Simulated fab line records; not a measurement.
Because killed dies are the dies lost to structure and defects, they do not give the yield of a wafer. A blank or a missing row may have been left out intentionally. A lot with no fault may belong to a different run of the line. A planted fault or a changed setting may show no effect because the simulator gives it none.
What tool caused it? / flow berkeley cmos170 / 36 wafers sampled from 12 lots at 1 step of a route of 331

== WHAT THE GAUGES SHOWED, per wafer ==
UCB170_NWELL_THK_MEAS_02.
lot=L075; measured=day 2 08:20; on=film metro-04; NWELL_OXIDE_THK (nm)=26.7 26.4 26.5
lot=L077; measured=day 2 15:26; on=film metro-04; NWELL_OXIDE_THK (nm)=26.5 26.1 25.9
lot=L079; measured=day 3 01:39; on=film metro-02; NWELL_OXIDE_THK (nm)=26.2 25.9 26.2
lot=L081; measured=day 3 08:08; on=film metro-02; NWELL_OXIDE_THK (nm)=27.1 27.2 27.2
lot=L083; measured=day 3 18:17; on=film metro-04; NWELL_OXIDE_THK (nm)=27.3 26.7 27.4
lot=L085; measured=day 4 08:09; on=film metro-01; NWELL_OXIDE_THK (nm)=26.1 25.8 25.8
lot=L087; measured=day 4 12:43; on=film metro-01; NWELL_OXIDE_THK (nm)=26.2 26.3 25.6
lot=L089; measured=day 5 01:04; on=film metro-04; NWELL_OXIDE_THK (nm)=26.9 26.8 26.4
lot=L091; measured=day 5 13:17; on=film metro-01; NWELL_OXIDE_THK (nm)=26.3 26.8 26.9
lot=L092; measured=day 5 20:13; on=film metro-04; NWELL_OXIDE_THK (nm)=26.5 26.6 26.0
lot=L095; measured=day 6 11:39; on=film metro-02; NWELL_OXIDE_THK (nm)=26.3 26.5 26.7
lot=L097; measured=day 6 16:14; on=film metro-02; NWELL_OXIDE_THK (nm)=25.8 25.8 25.6

== EACH LOT AND THE TOOL THAT RAN IT (in order: tool; ch and the chambers of the sampled wafers; start) ==
The record holds no process step before these readings.

== THE ANSWER, worked out from the rows above alone ==
Rule: the lots themselves supply what counts as usual. Put in order of their means at a reading, lots are off if they are a third of the lots or fewer, leave a main group of 4 or more, and stand apart from it by a gap of 3 or more times the standard deviation of the main group's means; of several such gaps the widest counts. Not used: any main group whose means are identical at the precision the tables above print for the reading. Also off: a lot with no number at a reading for which 4 or more lots have one. Any other lot the step has rows for is counted as sound.
No lot is off at any reading shown: from this, nothing can be told.

== WHAT THE SIMULATOR PUT IN ==
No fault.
